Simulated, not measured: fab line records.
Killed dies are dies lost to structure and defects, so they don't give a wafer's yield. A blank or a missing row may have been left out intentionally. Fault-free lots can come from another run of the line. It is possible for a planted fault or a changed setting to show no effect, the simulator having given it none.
Commonality check across tools | flow rit cmos | 13 lots and 45 wafers in the sample

## WHY IT WAS OPENED
2 of 13 lots carry a flag on the reading ACTIVE_NITRIDE_THK at RIT_ACTIVE_THK_MEAS_04. Fault-free wafers read 149.9 nm, with a standard deviation of 1.5.
Rule: a lot is flagged in two cases, either no wafer of it has a number, or all its wafers with numbers fall more than 4 standard deviations from that mean. As for the other lots, they are considered sound.

lot  | measured    | on            | ACTIVE_NITRIDE_THK (nm), wafer by wafer | flag
L132 | day 1 13:44 | film metro-03 | 150.2 149.3 149.3                       |
L133 | day 1 18:42 | film metro-01 | 150.2 150.5 149.1                       |
L134 | day 1 23:33 | film metro-01 | 151.7 152.8 153.7                       |
L135 | day 2 04:32 | film metro-01 | 148.1 148.7 148.8                       |
L136 | day 2 09:32 | film metro-03 | 151.5 150.8 150.5                       |
L137 | day 2 16:39 | film metro-01 | 151.0 149.4 149.7                       |
L139 | day 3 02:16 | film metro-01 | 150.1 151.0 150.6                       |
L140 | day 3 08:16 | film metro-01 | 151.7 151.2 152.7                       |
L141 | day 3 11:31 | film metro-02 | 148.3 147.9 147.6                       |
L142 | day 3 16:50 | film metro-02 | 132.9 133.4 133.0 133.0 133.4 133.0     | FLAGGED
L145 | day 4 08:34 | film metro-03 | 136.6 135.5 133.9 136.4 135.2 134.0     | FLAGGED
L146 | day 4 12:14 | film metro-03 | 148.0 149.4 148.4                       |
L154 | day 6 04:34 | film metro-01 | 149.5 150.5 151.6                       |
The numbers of the flagged lots are 134.2 nm on average: -15.7 nm against the usual, or -10 standard deviations.

## EACH LOT AND THE TOOL IT RAN ON
The record keeps 1 process step preceding the reading, out of 202 steps on the route. In each cell: the tool, then ch and the chambers that the sampled wafers went through, then the start.
lot  | flag    | RIT_ACTIVE_CVD_03
L132 |         | lpcvd-01 ch 0, day 1 12:17
L133 |         | lpcvd-01 ch 0, day 1 17:16
L134 |         | lpcvd-01 ch 1, day 1 22:07
L135 |         | lpcvd-01 ch 1, day 2 03:07
L136 |         | lpcvd-02 ch 1, day 2 08:07
L137 |         | lpcvd-01 ch 0, day 2 14:31
L139 |         | lpcvd-01 ch 1, day 3 00:50
L140 |         | lpcvd-02 ch 0, day 3 06:50
L141 |         | lpcvd-02 ch 1, day 3 10:05
L142 | FLAGGED | lpcvd-01 ch 1, day 3 15:24
L145 | FLAGGED | lpcvd-01 ch 0, day 4 07:09
L146 |         | lpcvd-02 ch 1, day 4 10:07
L154 |         | lpcvd-02 ch 1, day 6 02:26
What is done by these steps:
- RIT_ACTIVE_CVD_03: deposits Si3N4 from SiH2Cl2/NH3, target thk 150 nm, time 1500 s.
- RIT_ACTIVE_THK_MEAS_04

## FLAGGED AGAINST TOTAL, ONE TOOL AT A TIME (gauges that did the reading follow at the end)
step                   | tool          | lots run | flagged | share of the flagged lots | sound lots run after its first flagged lot
RIT_ACTIVE_CVD_03      | lpcvd-01      | 8        | 2       | all                       | 0
RIT_ACTIVE_CVD_03      | lpcvd-02      | 5        | 0       | none                      | -
RIT_ACTIVE_THK_MEAS_04 | film metro-01 | 7        | 0       | none                      | -
RIT_ACTIVE_THK_MEAS_04 | film metro-02 | 2        | 1       | some                      | 0
RIT_ACTIVE_THK_MEAS_04 | film metro-03 | 4        | 1       | some                      | 1 (L146)

## THE TABLE: WHAT IT ALLOWS
All flagged lots share 1 row of the table, namely lpcvd-01 at RIT_ACTIVE_CVD_03.
- lpcvd-01 at RIT_ACTIVE_CVD_03 ran 8 lots, 2 of them flagged. Last sound lot L139 at day 3 00:50, first flagged lot L142 at day 3 15:24; a fault beginning in between fits.
lpcvd-01 at RIT_ACTIVE_CVD_03 is the single tool remaining.

## WHAT THE SIMULATOR HAD PUT IN
Site profile drift: lpcvd-01, from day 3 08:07 on, at RIT_ACTIVE_CVD_03. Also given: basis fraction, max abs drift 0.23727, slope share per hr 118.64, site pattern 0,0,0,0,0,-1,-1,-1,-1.
Shown lots that were struck: L142, L145. The same result came from the rule above.
